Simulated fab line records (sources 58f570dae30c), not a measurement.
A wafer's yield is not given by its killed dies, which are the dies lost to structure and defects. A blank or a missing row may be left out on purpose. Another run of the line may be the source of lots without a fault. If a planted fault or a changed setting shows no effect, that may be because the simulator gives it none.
Split-lot trial ; flow berkeley_cmos170 ; 23 wafers read across 5 lots, on a route 331 steps long

THE SPLIT ITSELF
At UCB170_M1_EXPOSE_06 (exposes mask METAL1, target cd 700 nm), the setting dose_mj was moved away from the recipe's 21 on 8 of the 23 wafers read, by -5.6% to +3.2%. This setting was run at the recipe's value on the other wafers.

FROM THE SPLIT TO THE READING: what the file shows between them, 5 steps
- UCB170_M1_DEVELOP_08: develop time 45 s (also split here: develop_time_s)
- UCB170_M1_CD_MEAS_09: target cd 700 nm
- UCB170_M1_ETCH_11: etches BARC in N2/H2
- UCB170_M1_METAL_ETCH_12: etches Al in Cl2/BCl3, stops on PSG, target depth 780 nm, time 130 s
- UCB170_M1_STRIP_13: strips in O2

THE READING
At UCB170_M1_CD_MEAS_90: cd_nm in nanometres, against a target cd of 700 nm. A value of 700.0 nm with a standard deviation of 1.9 nm is what fault-free wafers of this fab line usually give.

wafer;tool, chamber at the split;dose_mj as run;against the recipe;cd_nm, nm;against lot-mates on the recipe
L075.1;krf_scanner-02, 0;19.96;-5.0%;706.8;+8.9
L075.2;krf_scanner-02, 0;21;recipe;697.4;-
L075.3;krf_scanner-02, 0;21;recipe;700.5;-
L075.4;krf_scanner-02, 0;19.96;-5.0%;706.4;+8.5
L075.5;krf_scanner-02, 0;21;recipe;695.9;-
L077.1;krf_scanner-02, 0;21.67;+3.2%;694.5;-6.5
L077.2;krf_scanner-02, 0;21;recipe;702.0;-
L077.4;krf_scanner-02, 0;21.67;+3.2%;695.4;-5.6
L077.5;krf_scanner-02, 0;21;recipe;699.9;-
L077.6;krf_scanner-02, 0;21.67;+3.2%;693.4;-7.6
L078.1;krf_scanner-01, 0;21;recipe;704.4;-
L078.3;krf_scanner-01, 0;21;recipe;701.8;-
L078.6;krf_scanner-01, 0;21;recipe;704.9;-
L081.1;krf_scanner-02, 0;21;recipe;701.1;-
L081.2;krf_scanner-02, 0;19.83;-5.6%;707.4;+6.7
L081.3;krf_scanner-02, 0;21;recipe;700.2;-
L081.5;krf_scanner-02, 0;19.83;-5.6%;709.2;+8.5
L081.6;krf_scanner-02, 0;19.83;-5.6%;710.4;+9.7
L085.1;krf_scanner-02, 0;21;recipe;699.6;-
L085.3;krf_scanner-02, 0;21;recipe;699.6;-
L085.4;krf_scanner-02, 0;21;recipe;698.3;-
L085.5;krf_scanner-02, 0;21;recipe;699.8;-
L085.6;krf_scanner-02, 0;21;recipe;699.5;-

FIT RESULTS
A straight line over all 23 wafers: cd_nm changes by -1.55 nm for each +1% of dose_mj; r = -0.90; the points scatter about the line by 2.1 nm.
The same after taking each lot's own level away (the mean of its wafers on the recipe; 23 wafers): -1.69 nm for each +1%; r = -0.97; scatter 1.3 nm.
Per that fit: largest dose_mj move, reading shift of 9.4 nm.
The span of the lots' own levels, 697.93 to 703.70 nm, comes to 3.0 times the standard deviation stated above.
Consequently the slope shifts little with the lot-to-lot level, the two slopes agreeing.
Check: +9.73 nm against its lot-mates is what the line predicts for one of the wafers moved furthest among these (-5.6%) when that wafer is left out of the fit. Against them it came out at +6.75 nm.

OTHER SPLITS APPLIED TO THESE WAFERS
Note: prior to the reading, these wafers also went through further splits. Each is held against what the fit with the lots' levels taken away leaves over:
other split on the same wafers;wafers away from the commonest value;r with cd_nm (lot level and that fit taken away)
UCB170_PSD_EXPOSE_03 dose_mj;8;-0.13
UCB170_NSD_COAT_01 resist_thk_nm;5;+0.00
UCB170_BACKSIDE_COAT_01 resist_thk_nm;5;-0.15
UCB170_SILICIDE_SPUTTER_01 power_w;8;-0.10
UCB170_CONTACT_CVD_01 sih4_flow_sccm;15;-0.21
UCB170_M1_DEVELOP_08 develop_time_s;5;-0.01

THE WHOLE CHAIN: every reading that the file lists as answering this split, in the file's order
step;what it does;reading;change (the file's fit);r (the file's)
UCB170_M1_CD_MEAS_09;target cd 700 nm;cd_nm;-1.8 nm for each +1% of the setting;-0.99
UCB170_M1_ETCH_11;etches BARC in N2/H2;M1.cd_nm (the simulator's own value, which no gauge read);-1.83 nm for each +1% of the setting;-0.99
UCB170_M1_METAL_ETCH_12;etches Al in Cl2/BCl3, stops on PSG, target depth 780 nm, time 130 s;M1.cd_nm (the simulator's own value, which no gauge read);-1.67 nm for each +1% of the setting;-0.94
UCB170_M1_CD_MEAS_90;target cd 700 nm;cd_nm;-1.68 nm for each +1% of the setting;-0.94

THE FILE'S OWN FIT
cd_nm changes by -1.68 nm for each +1% of dose_mj, r = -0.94.
